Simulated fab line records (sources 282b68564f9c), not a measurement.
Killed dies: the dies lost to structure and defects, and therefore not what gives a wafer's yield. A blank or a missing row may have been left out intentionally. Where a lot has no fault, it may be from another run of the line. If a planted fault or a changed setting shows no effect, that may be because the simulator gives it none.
fab line records | flow rit-cmos
record: lots: 14 | wafers: 42 | last-day: 8
route steps=202 shown NWELL@37 NRETRO@59 SILICIDE@165 CONTACT@177 M1@202
lots that met no fault: from a run of the same line without faults
start-h: hours from the record's first day to the start of the lot's first wafer shown | wait-h: how many hours have passed since the lot's step before this one | " as in the row above | L1.1+2: a row that stands for several wafers | - either no value or no given start | * or withheld: withheld | < > ~ a bound
route shown NAME@n: a module of which the file shows steps, and the number in the route of the first | usual: mean/standard deviation taken from wafers without a fault | same: alike in all rows | chamber/n: place in a boat | sites: each site's reading | _std_site: the values' standard deviation | _edge_site: outer sites' mean less inner sites' | radius-mm: for every site, how far away it sits from the centre of the wafer | mask NAME#n: copy n | behind: tool/chamber where the wafer was last shaped | hold: why the lot went on hold/how many hours it stayed there/how the hold came to an end | device: which transistor (n, p or np) failed to switch | end of line: the route-end tests of the same wafers | a step with no rows: only its recipe | killed: the dies lost at the first sort to structure and to defects; this is not the yield of the wafer | map: a wafer's dies, marking killed ones x, the rest . and places with no die _
set.NAME: the setting as run; set.NAME@STEP: as run at that earlier step | model.NAME: the simulator's own value behind a step, which no gauge read
steps of the route over a sample of lots; a table a step, a row a wafer
services: a tool's chamber out of use, with start hour (start-h, from the record's first day; less than 0 if before it), hours out, and reason
== steps ==
step: RIT_NWELL_STRIP_09
recipe: chemistry: O2 | time-s: 180 | resist: NOVOLAK | platen-temp-c: withheld | power-w: 500 | pressure-mtorr: 4000 | o2-flow-sccm: 4000
usual: drypump-motor-current-A: 5.6/0.47 | o2-flow-sccm: 3998/12 | rf-refl-power-W: 6.8/1.2
lot.wafer | tool            | chamber | start-h | wait-h | drypump-motor-current-A | o2-flow-sccm | rf-hours-counter-h | rf-refl-power-W
L368.4    | plasma-asher-03 | 0       | 32.36   | 0.1    | 6.0                     | 4017         | -                  | 7.4
L368.5    | "               | 1       | "       | "      | 5.2                     | 3987         | -                  | 5.1
L368.6    | "               | 0       | "       | "      | 6.0                     | 3995         | -                  | 7.2
L369.1    | plasma-asher-04 | 0       | 37.30   | 0.1    | 5.7                     | 4000         | 41                 | 6.9
L369.4    | "               | 1       | "       | "      | 5.1                     | 4004         | -                  | 6.3
L369.6    | "               | 1       | "       | "      | 5.1                     | 3993         | -                  | 6.5
L370.1    | plasma-asher-03 | 1       | 41.28   | 0.1    | 5.2                     | 3996         | 40                 | 5.2
L370.3    | "               | 0       | "       | "      | 6.0                     | 3991         | -                  | 7.5
L370.6    | "               | 0       | "       | "      | 6.0                     | 3985         | -                  | 7.7
L371.4    | plasma-asher-02 | 0       | 50.00   | 0.1    | 6.5                     | 4021         | -                  | 8.2
L371.5    | "               | 0       | "       | "      | 6.5                     | 4014         | -                  | 8.3
L371.6    | "               | 1       | "       | "      | 5.1                     | 4003         | -                  | 9.0
L372.1    | plasma-asher-02 | 0       | 52.84   | 0.1    | 6.6                     | 4000         | 43                 | 8.5
L372.3    | "               | 1       | "       | "      | 5.2                     | 3996         | -                  | 9.0
L372.5    | "               | 0       | "       | "      | 6.5                     | 4005         | -                  | 8.2
L373.1    | plasma-asher-03 | 0       | 58.77   | 0.1    | 6.0                     | 4002         | 41                 | 7.5
L373.3    | "               | 1       | "       | "      | 5.2                     | 3986         | -                  | 4.9
L373.4    | "               | 0       | "       | "      | 6.0                     | 3987         | -                  | 7.3
L375.3    | plasma-asher-03 | 0       | 68.83   | 0.1    | 6.0                     | 3989         | -                  | 7.7
L375.4    | "               | 1       | "       | "      | 5.2                     | 3992         | -                  | 5.0
L375.6    | "               | 0       | "       | "      | 6.0                     | 3981         | -                  | 7.4
L376.2    | plasma-asher-04 | 0       | 71.75   | 0.1    | 5.7                     | 4006         | 45                 | 6.3
L376.4    | "               | 1       | "       | "      | 5.1                     | 3986         | -                  | 6.3
L376.5    | "               | 1       | "       | "      | 5.1                     | 3988         | -                  | 6.3
L377.1    | plasma-asher-03 | 0       | 76.76   | 0.1    | 6.0                     | 3986         | 43                 | 7.4
L377.3    | "               | 0       | "       | "      | 6.0                     | 4007         | -                  | 7.2
L377.5    | "               | 1       | "       | "      | 5.2                     | 3985         | -                  | 5.3
L380.2    | plasma-asher-04 | 1       | 93.93   | 0.1    | 5.1                     | 3990         | 47                 | 6.4
L380.3    | "               | 1       | "       | "      | 5.1                     | 4023         | -                  | 6.3
L380.4    | "               | 0       | "       | "      | 5.7                     | 3976         | -                  | 6.1
L383.1    | plasma-asher-03 | 1       | 107.32  | 0.1    | 5.2                     | 3989         | 46                 | 5.6
L383.3    | "               | 1       | "       | "      | 5.2                     | 4009         | -                  | 4.8
L383.4    | "               | 0       | "       | "      | 6.0                     | 3988         | -                  | 7.1
L384.1    | plasma-asher-03 | 1       | 111.82  | 0.1    | 5.2                     | 3993         | 47                 | 4.8
L384.2    | "               | 0       | "       | "      | 6.0                     | 4009         | 47                 | 7.7
L384.4    | "               | 0       | "       | "      | 6.0                     | 3990         | -                  | 7.4
L386.3    | plasma-asher-03 | 0       | 121.75  | 0.1    | 6.0                     | 4021         | -                  | 7.4
L386.5    | "               | 1       | "       | "      | 5.2                     | 3987         | -                  | 5.4
L386.6    | "               | 0       | "       | "      | 6.0                     | 4018         | -                  | 7.2
L389.1    | plasma-asher-04 | 0       | 138.96  | 0.1    | 5.8                     | 4013         | 2                  | 6.3
L389.2    | "               | 1       | "       | "      | 5.1                     | 4016         | 2                  | 6.4
L389.3    | "               | 1       | "       | "      | 5.1                     | 4011         | -                  | 6.5
step: RIT_NRETRO_OVL_MEAS_06
usual: NRETRO_OVL: 0.1/1.3
lot.wafer | tool       | chamber | start-h | wait-h | NRETRO_OVL[nm]
L368.4    | overlay-02 | -       | 40.47   | -      | -0.2
L368.5    | "          | -       | "       | "      | -1.0
L368.6    | "          | -       | "       | "      | -1.9
L369.1    | overlay-01 | -       | 46.12   | -      | 1.6
L369.4    | "          | -       | "       | "      | 1.0
L369.6    | "          | -       | "       | "      | 1.0
L370.1    | overlay-01 | -       | 51.08   | -      | 0.2
L370.3    | "          | -       | "       | "      | -1.7
L370.6    | "          | -       | "       | "      | 0.9
L371.4    | overlay-01 | -       | 58.08   | -      | -0.4
L371.5    | "          | -       | "       | "      | -1.0
L371.6    | "          | -       | "       | "      | -0.6
L372.1    | overlay-01 | -       | 63.14   | -      | -0.2
L372.3    | "          | -       | "       | "      | -0.1
L372.5    | "          | -       | "       | "      | -0.9
L373.1    | overlay-02 | -       | 67.97   | -      | 0.3
L373.3    | "          | -       | "       | "      | 0.6
L373.4    | "          | -       | "       | "      | -0.1
L375.3    | overlay-02 | -       | 78.29   | -      | 2.3
L375.4    | "          | -       | "       | "      | 1.8
L375.6    | "          | -       | "       | "      | 0.2
L376.2    | overlay-01 | -       | 82.57   | -      | -3.8
L376.4    | "          | -       | "       | "      | -3.4
L376.5    | "          | -       | "       | "      | -2.8
L377.1    | overlay-01 | -       | 85.96   | -      | -0.5
L377.3    | "          | -       | "       | "      | 0.0
L377.5    | "          | -       | "       | "      | 0.2
L380.2    | overlay-01 | -       | 103.60  | -      | 2.8
L380.3    | "          | -       | "       | "      | 2.0
L380.4    | "          | -       | "       | "      | 1.9
L383.1    | overlay-02 | -       | 116.06  | -      | 2.1
L383.3    | "          | -       | "       | "      | 3.1
L383.4    | "          | -       | "       | "      | 1.0
L384.1    | overlay-02 | -       | 120.62  | -      | 1.6
L384.2    | "          | -       | "       | "      | 1.4
L384.4    | "          | -       | "       | "      | -0.1
L386.3    | overlay-01 | -       | 136.13  | -      | 0.7
L386.5    | "          | -       | "       | "      | -0.3
L386.6    | "          | -       | "       | "      | -0.8
L389.1    | overlay-01 | -       | 147.94  | -      | -1.8
L389.2    | "          | -       | "       | "      | -1.2
L389.3    | "          | -       | "       | "      | -0.8
step: RIT_SILICIDE_RTA_04
recipe: temp-c: 650 | time-s: 10 | idle-temp-c: 25 | ramp-up-s: 5 | ramp-down-s: 5 | cool-to-c: 25 | ambient: N2
usual: wafer_temp_C_max: 651.8/0.54
lot.wafer | tool          | chamber | start-h | wait-h | wafer_temp_C_max
L368.4    | rtp-anneal-02 | 0       | 65.11   | 0.1    | 651.4
L368.5    | "             | 0       | "       | "      | 652.6
L368.6    | "             | 0       | "       | "      | 651.7
L369.1    | rtp-anneal-01 | 0       | 67.66   | 0.1    | 651.3
L369.4    | "             | 0       | "       | "      | 651.3
L369.6    | "             | 0       | "       | "      | 650.8
L370.1    | rtp-anneal-02 | 0       | 74.57   | 0.1    | 652.2
L370.3    | "             | 0       | "       | "      | 651.8
L370.6    | "             | 0       | "       | "      | 652.8
L371.4    | rtp-anneal-01 | 0       | 80.22   | 0.1    | 651.2
L371.5    | "             | 0       | "       | "      | 651.9
L371.6    | "             | 0       | "       | "      | 651.4
L372.1    | rtp-anneal-02 | 0       | 86.99   | 0.1    | 652.3
L372.3    | "             | 0       | "       | "      | 652.4
L372.5    | "             | 0       | "       | "      | 653.0
L373.1    | rtp-anneal-01 | 0       | 92.49   | 0.1    | 650.8
L373.3    | "             | 0       | "       | "      | 651.7
L373.4    | "             | 0       | "       | "      | 651.4
L375.3    | rtp-anneal-01 | 0       | 101.86  | 0.1    | 651.7
L375.4    | "             | 0       | "       | "      | 651.3
L375.6    | "             | 0       | "       | "      | 652.1
L376.2    | rtp-anneal-02 | 0       | 104.94  | 0.1    | 652.6
L376.4    | "             | 0       | "       | "      | 652.8
L376.5    | "             | 0       | "       | "      | 653.6
L377.1    | rtp-anneal-01 | 0       | 109.16  | 0.1    | 651.0
L377.3    | "             | 0       | "       | "      | 651.9
L377.5    | "             | 0       | "       | "      | 650.9
L380.2    | rtp-anneal-02 | 0       | 127.90  | 0.1    | 651.2
L380.3    | "             | 0       | "       | "      | 651.2
L380.4    | "             | 0       | "       | "      | 652.3
L383.1    | rtp-anneal-01 | 0       | 139.18  | 0.1    | 651.9
L383.3    | "             | 0       | "       | "      | 651.8
L383.4    | "             | 0       | "       | "      | 652.4
L384.1    | rtp-anneal-02 | 0       | 145.80  | 0.1    | 627.5
L384.2    | "             | 0       | "       | "      | 626.9
L384.4    | "             | 0       | "       | "      | 627.2
L386.3    | rtp-anneal-02 | 0       | 156.56  | 0.1    | 626.9
L386.5    | "             | 0       | "       | "      | 626.6
L386.6    | "             | 0       | "       | "      | 627.2
L389.1    | rtp-anneal-01 | 0       | 180.72  | 0.1    | 651.4
L389.2    | "             | 0       | "       | "      | 651.7
L389.3    | "             | 0       | "       | "      | 651.7
step: RIT_CONTACT_OVL_MEAS_09
usual: CONTACT_OVL: 1.2/1.5
lot.wafer | tool       | chamber | start-h | wait-h | CONTACT_OVL[nm]
L368.4    | overlay-02 | -       | 66.59   | 0.1    | -0.1
L368.5    | "          | -       | "       | "      | 1.6
L368.6    | "          | -       | "       | "      | 0.3
L369.1    | overlay-02 | -       | 69.04   | 0.1    | 3.0
L369.4    | "          | -       | "       | "      | 2.5
L369.6    | "          | -       | "       | "      | 1.0
L370.1    | overlay-02 | -       | 75.94   | 0.1    | 5.8
L370.3    | "          | -       | "       | "      | 4.6
L370.6    | "          | -       | "       | "      | 4.8
L371.4    | overlay-01 | -       | 81.58   | 0.1    | -0.5
L371.5    | "          | -       | "       | "      | -0.4
L371.6    | "          | -       | "       | "      | -1.0
L372.1    | overlay-01 | -       | 88.49   | 0.1    | 0.2
L372.3    | "          | -       | "       | "      | 1.2
L372.5    | "          | -       | "       | "      | 1.8
L373.1    | overlay-01 | -       | 93.99   | 0.1    | -1.4
L373.3    | "          | -       | "       | "      | -1.0
L373.4    | "          | -       | "       | "      | -2.7
L375.3    | overlay-02 | -       | 103.77  | 0.1    | 2.1
L375.4    | "          | -       | "       | "      | 1.0
L375.6    | "          | -       | "       | "      | 2.0
L376.2    | overlay-02 | -       | 106.31  | 0.1    | 0.6
L376.4    | "          | -       | "       | "      | -0.5
L376.5    | "          | -       | "       | "      | 1.5
L377.1    | overlay-01 | -       | 110.65  | 0.1    | 4.3
L377.3    | "          | -       | "       | "      | 3.3
L377.5    | "          | -       | "       | "      | 4.6
L380.2    | overlay-02 | -       | 129.34  | 0.1    | -0.4
L380.3    | "          | -       | "       | "      | -0.8
L380.4    | "          | -       | "       | "      | -0.5
L383.1    | overlay-02 | -       | 140.60  | 0.1    | 1.2
L383.3    | "          | -       | "       | "      | 3.3
L383.4    | "          | -       | "       | "      | 2.0
L384.1    | overlay-01 | -       | 147.29  | 0.1    | 1.4
L384.2    | "          | -       | "       | "      | 3.0
L384.4    | "          | -       | "       | "      | 2.7
L386.3    | overlay-02 | -       | 157.92  | 0.1    | 2.4
L386.5    | "          | -       | "       | "      | 3.1
L386.6    | "          | -       | "       | "      | 2.9
L389.1    | overlay-01 | -       | 182.10  | 0.1    | 1.4
L389.2    | "          | -       | "       | "      | 0.6
L389.3    | "          | -       | "       | "      | 0.3
step: RIT_M1_PROBE_99
usual: killed-at-contacts: 0.1/0.23 | killed-at-front-end: 7/3 | killed-dies: 7/3 | killed-open: 3.3/1.8 | killed-short: 3.3/2.2
same: gross-dies: 264 | killed_at_M0_to_M3: 0 | killed_at_M4_up: 0 | killed-at-back-side: 0 | killed-at-other: 0
lot.wafer | tool      | chamber | start-h | wait-h | killed-at-contacts | killed-at-front-end | killed-dies | killed-open | killed-short
L368.4    | prober-01 | -       | 71.76   | 0.2    | 0                  | 7                   | 7           | 5           | 2
L368.5    | prober-01 | -       | 71.81   | 0.2    | 0                  | 8                   | 8           | 5           | 3
L368.6    | prober-01 | -       | 71.86   | 0.2    | 0                  | 3                   | 3           | 2           | 1
L369.1    | prober-02 | -       | 74.20   | 0.1    | 0                  | 2                   | 2           | 1           | 1
L369.4    | prober-02 | -       | 74.35   | 0.2    | 0                  | 11                  | 11          | 3           | 8
L369.6    | prober-02 | -       | 74.45   | 0.2    | 0                  | 4                   | 4           | 3           | 1
L370.1    | prober-01 | -       | 81.25   | 0.1    | 0                  | 3                   | 3           | 1           | 2
L370.3    | prober-01 | -       | 81.35   | 0.2    | 0                  | 5                   | 5           | 2           | 3
L370.6    | prober-01 | -       | 81.50   | 0.2    | 0                  | 5                   | 5           | 1           | 4
L371.4    | prober-02 | -       | 86.77   | 0.2    | 0                  | 7                   | 7           | 2           | 5
L371.5    | prober-02 | -       | 86.82   | 0.2    | 0                  | 4                   | 4           | 4           | 0
L371.6    | prober-02 | -       | 86.87   | 0.2    | 0                  | 9                   | 9           | 5           | 4
L372.1    | prober-01 | -       | 100.77  | 0.1    | 0                  | 4                   | 4           | 1           | 3
L372.3    | prober-01 | -       | 100.87  | 0.2    | 0                  | 6                   | 6           | 3           | 3
L372.5    | prober-01 | -       | 100.97  | 0.2    | 0                  | 5                   | 5           | 3           | 2
L373.1    | prober-02 | -       | 100.77  | 0.1    | 0                  | 5                   | 5           | 3           | 2
L373.3    | prober-02 | -       | 100.87  | 0.2    | 0                  | 9                   | 9           | 5           | 4
L373.4    | prober-02 | -       | 100.92  | 0.2    | 0                  | 4                   | 4           | 3           | 1
L375.3    | prober-01 | -       | 109.28  | 0.2    | 0                  | 8                   | 8           | 6           | 2
L375.4    | prober-01 | -       | 109.33  | 0.2    | 0                  | 9                   | 9           | 4           | 5
L375.6    | prober-01 | -       | 109.43  | 0.2    | 0                  | 8                   | 8           | 4           | 4
L376.2    | prober-02 | -       | 111.44  | 0.1    | 0                  | 6                   | 6           | 4           | 2
L376.4    | prober-02 | -       | 111.54  | 0.2    | 0                  | 8                   | 8           | 5           | 3
L376.5    | prober-02 | -       | 111.59  | 0.2    | 0                  | 8                   | 8           | 2           | 6
L377.1    | prober-01 | -       | 116.10  | 0.1    | 0                  | 10                  | 10          | 6           | 4
L377.3    | prober-01 | -       | 116.20  | 0.2    | 1                  | 4                   | 5           | 3           | 2
L377.5    | prober-01 | -       | 116.30  | 0.2    | 0                  | 5                   | 5           | 3           | 2
L380.2    | prober-02 | -       | 134.74  | 0.1    | 0                  | 11                  | 11          | 6           | 5
L380.3    | prober-02 | -       | 134.79  | 0.2    | 0                  | 4                   | 4           | 1           | 3
L380.4    | prober-02 | -       | 134.84  | 0.2    | 0                  | 13                  | 13          | 6           | 7
L383.1    | prober-01 | -       | 145.74  | 0.1    | 0                  | 11                  | 11          | 6           | 5
L383.3    | prober-01 | -       | 145.84  | 0.2    | 1                  | 7                   | 8           | 4           | 4
L383.4    | prober-01 | -       | 145.89  | 0.2    | 0                  | 3                   | 3           | 1           | 2
L384.1    | prober-02 | -       | 152.46  | 0.1    | 0                  | 8                   | 8           | 2           | 6
L384.2    | prober-02 | -       | 152.51  | 0.1    | 0                  | 5                   | 5           | 4           | 1
L384.4    | prober-02 | -       | 152.61  | 0.2    | 0                  | 8                   | 8           | 4           | 4
L386.3    | prober-02 | -       | 163.10  | 0.2    | 0                  | 8                   | 8           | 4           | 4
L386.5    | prober-02 | -       | 163.20  | 0.2    | 0                  | 12                  | 12          | 4           | 8
L386.6    | prober-02 | -       | 163.25  | 0.2    | 0                  | 7                   | 7           | 4           | 3
L389.1    | prober-02 | -       | 187.40  | 0.1    | 0                  | 3                   | 3           | 2           | 1
L389.2    | prober-02 | -       | 187.45  | 0.1    | 0                  | 13                  | 13          | 6           | 7
L389.3    | prober-02 | -       | 187.50  | 0.2    | 0                  | 5                   | 5           | 3           | 2
killed by level:class
L368.4 REOX:geometric-particle:open=3 GATE:geometric-particle:short=1 GATE:geometric-particle:open=1 SPACER:geometric-particle:short=1 SILICIDE:geometric-particle:open=1
L368.5 GATE:geometric-particle:short=2 FOX2:geometric-particle:open=1 GATE:geometric-particle:open=1 REOX:geometric-particle:open=1 SPACER:geometric-particle:open=1 SPACER:geometric-particle:short=1 SILICIDE:geometric-particle:open=1
L368.6 FOX2:geometric-particle:short=1 GATE:geometric-particle:open=1 SPACER:geometric-particle:open=1
L369.1 FOX2:geometric-particle:open=1 GATE:geometric-particle:short=1
L369.4 FOX2:geometric-particle:short=3 FOX1:geometric-particle:open=1 FOX1:geometric-particle:short=1 FOX2:geometric-particle:open=1 GATE:geometric-particle:short=1 REOX:geometric-particle:short=1 SPACER:geometric-particle:short=1 SILICIDE:geometric-particle:open=1
L369.6 FOX1:geometric-particle:open=2 REOX:geometric-particle:short=1 SPACER:geometric-particle:open=1
L370.1 GATE:geometric-particle:open=1 GATE:geometric-particle:short=1 REOX:geometric-particle:short=1
L370.3 FOX1:geometric-particle:short=2 REOX:geometric-particle:open=1 SPACER:geometric-particle:open=1 SPACER:geometric-particle:short=1
L370.6 FOX1:geometric-particle:short=2 FOX2:geometric-particle:short=1 GATE:geometric-particle:open=1 SILICIDE:geometric-particle:short=1
L371.4 SILICIDE:geometric-particle:short=2 FOX1:geometric-particle:short=1 FOX2:geometric-particle:open=1 GATE:geometric-particle:short=1 FOX2:geometric-particle:short=1 SILICIDE:geometric-particle:open=1
L371.5 GATE:geometric-particle:open=2 FOX2:geometric-particle:open=1 SILICIDE:geometric-particle:open=1
L371.6 FOX1:geometric-particle:open=2 FOX1:geometric-particle:short=1 FOX2:geometric-particle:short=1 GATE:geometric-particle:short=1 GATE:geometric-particle:open=1 REOX:geometric-particle:open=1 SPACER:geometric-particle:open=1 SILICIDE:geometric-particle:short=1
L372.1 GATE:geometric-particle:short=2 FOX1:geometric-particle:short=1 GATE:geometric-particle:open=1
L373.1 FOX1:geometric-particle:short=2 GATE:geometric-particle:open=2 REOX:geometric-particle:open=1
L372.3 SPACER:geometric-particle:open=2 FOX1:geometric-particle:open=1 FOX1:geometric-particle:short=1 GATE:geometric-particle:short=1 SPACER:geometric-particle:short=1
L373.3 GATE:geometric-particle:open=3 FOX1:geometric-particle:open=2 FOX2:geometric-particle:short=2 GATE:geometric-particle:short=1 SPACER:geometric-particle:short=1
L373.4 GATE:geometric-particle:open=2 SPACER:geometric-particle:short=1 SPACER:geometric-particle:open=1
L372.5 FOX1:geometric-particle:short=1 FOX1:geometric-particle:open=1 FOX2:geometric-particle:open=1 REOX:geometric-particle:open=1 SILICIDE:geometric-particle:short=1
L375.3 SPACER:geometric-particle:open=2 SILICIDE:geometric-particle:open=2 FOX1:geometric-particle:open=1 GATE:geometric-particle:open=1 GATE:geometric-particle:short=1 REOX:geometric-particle:short=1
L375.4 REOX:geometric-particle:open=2 SPACER:geometric-particle:short=2 FOX1:geometric-particle:short=1 FOX1:geometric-particle:open=1 GATE:geometric-particle:short=1 GATE:geometric-particle:open=1 SILICIDE:geometric-particle:short=1
L375.6 GATE:geometric-particle:open=2 GATE:geometric-particle:short=2 FOX1:geometric-particle:short=1 FOX1:geometric-particle:open=1 REOX:geometric-particle:open=1 SPACER:geometric-particle:short=1
L376.2 REOX:geometric-particle:open=2 FOX1:geometric-particle:short=1 FOX1:geometric-particle:open=1 GATE:geometric-particle:short=1 GATE:geometric-particle:open=1
L376.4 GATE:geometric-particle:short=2 SPACER:geometric-particle:open=2 FOX1:geometric-particle:open=1 GATE:geometric-particle:open=1 REOX:geometric-particle:open=1 SPACER:geometric-particle:short=1
L376.5 GATE:geometric-particle:short=3 FOX2:geometric-particle:short=2 FOX1:geometric-particle:open=1 FOX1:geometric-particle:short=1 GATE:geometric-particle:open=1
L377.1 FOX1:geometric-particle:open=3 SPACER:geometric-particle:short=2 FOX1:geometric-particle:short=1 GATE:geometric-particle:short=1 REOX:geometric-particle:open=1 SPACER:geometric-particle:open=1 SILICIDE:geometric-particle:open=1
L377.3 GATE:geometric-particle:open=3 SPACER:geometric-particle:short=1 CONTACT:geometric-particle:short=1
L377.5 GATE:geometric-particle:open=3 SPACER:geometric-particle:short=2
L380.2 GATE:geometric-particle:open=4 GATE:geometric-particle:short=3 FOX1:geometric-particle:open=2 REOX:geometric-particle:short=1 SILICIDE:geometric-particle:short=1
L380.3 FOX1:geometric-particle:short=1 FOX2:geometric-particle:short=1 SPACER:geometric-particle:short=1 SILICIDE:geometric-particle:open=1
L380.4 GATE:geometric-particle:short=3 FOX1:geometric-particle:open=2 FOX1:geometric-particle:short=2 GATE:geometric-particle:open=2 REOX:geometric-particle:short=1 REOX:geometric-particle:open=1 SILICIDE:geometric-particle:short=1 SILICIDE:geometric-particle:open=1
L383.1 GATE:geometric-particle:open=4 SILICIDE:geometric-particle:short=2 FOX1:geometric-particle:open=1 FOX1:geometric-particle:short=1 FOX2:geometric-particle:open=1 GATE:geometric-particle:short=1 REOX:geometric-particle:short=1
L383.3 FOX1:geometric-particle:open=3 FOX1:geometric-particle:short=2 FOX2:geometric-particle:short=1 FOX2:geometric-particle:open=1 CONTACT:geometric-particle:short=1
L383.4 FOX1:geometric-particle:short=1 GATE:geometric-particle:short=1 GATE:geometric-particle:open=1
L384.1 SPACER:geometric-particle:short=4 SPACER:geometric-particle:open=2 REOX:geometric-particle:short=1 SILICIDE:geometric-particle:short=1
L384.2 GATE:geometric-particle:open=2 ACTIVE:geometric-particle:open=1 FOX1:geometric-particle:open=1 SILICIDE:geometric-particle:short=1
L384.4 SILICIDE:geometric-particle:short=3 SPACER:geometric-particle:open=2 REOX:geometric-particle:open=1 REOX:geometric-particle:short=1 SILICIDE:geometric-particle:open=1
L386.3 REOX:geometric-particle:short=2 FOX1:geometric-particle:open=1 FOX2:geometric-particle:short=1 FOX2:geometric-particle:open=1 GATE:geometric-particle:short=1 SPACER:geometric-particle:open=1 SILICIDE:geometric-particle:open=1
L386.5 GATE:geometric-particle:short=5 FOX1:geometric-particle:open=2 REOX:geometric-particle:short=2 REOX:geometric-particle:open=2 FOX1:geometric-particle:short=1
L386.6 SPACER:geometric-particle:open=2 FOX1:geometric-particle:open=1 FOX2:geometric-particle:short=1 SPACER:geometric-particle:short=1 SILICIDE:geometric-particle:short=1 SILICIDE:geometric-particle:open=1
L389.1 FOX2:geometric-particle:short=1 GATE:geometric-particle:open=1 SPACER:geometric-particle:open=1
L389.2 GATE:geometric-particle:open=4 GATE:geometric-particle:short=4 SPACER:geometric-particle:short=2 SPACER:geometric-particle:open=2 SILICIDE:geometric-particle:short=1
L389.3 FOX1:geometric-particle:open=1 FOX1:geometric-particle:short=1 GATE:geometric-particle:open=1 SPACER:geometric-particle:open=1 SPACER:geometric-particle:short=1
== services ==
tool            | chamber | start-h | hours | kind
plasma-asher-04 | -       | 108.75  | 9.0   | pm
plasma-asher-04 | 0       | 108.75  | 9.0   | vent-cycle
plasma-asher-04 | 1       | 108.75  | 9.0   | vent-cycle
plasma-asher-04 | 0       | 117.75  | -     | clean
plasma-asher-04 | 1       | 117.75  | -     | clean
== key ==
first-sign: step: RIT_SILICIDE_RTA_04 | reading: wafer_temp_C_max | direction: down | sigmas: 46 | usual: * | struck: *
effect none on later readings
met-at RIT_SILICIDE_RTA_04
struck-lots L384,L386
tester-left-out L384,L386
not-acting-at RIT_NWELL_STRIP_09,RIT_NRETRO_OVL_MEAS_06,RIT_CONTACT_OVL_MEAS_09
onset-between 127.90 145.80
fault: kind: process-parameter-drift | tool: rtp-anneal-02 | chamber: - | onset-h: 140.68 | steps: RIT_SILICIDE_RTA_04 | channel: temp-c | offset: * | shape: step | end-h: 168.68 | acts-in: * | stated: *
tester-left-out: of these lots the tester's yield and bins aren't shown, on N5 and GAA mostly nor the transistor test; their killed dies are dies lost to structure and defects alone, not to doping, threshold or leakage, so they don't give the yield
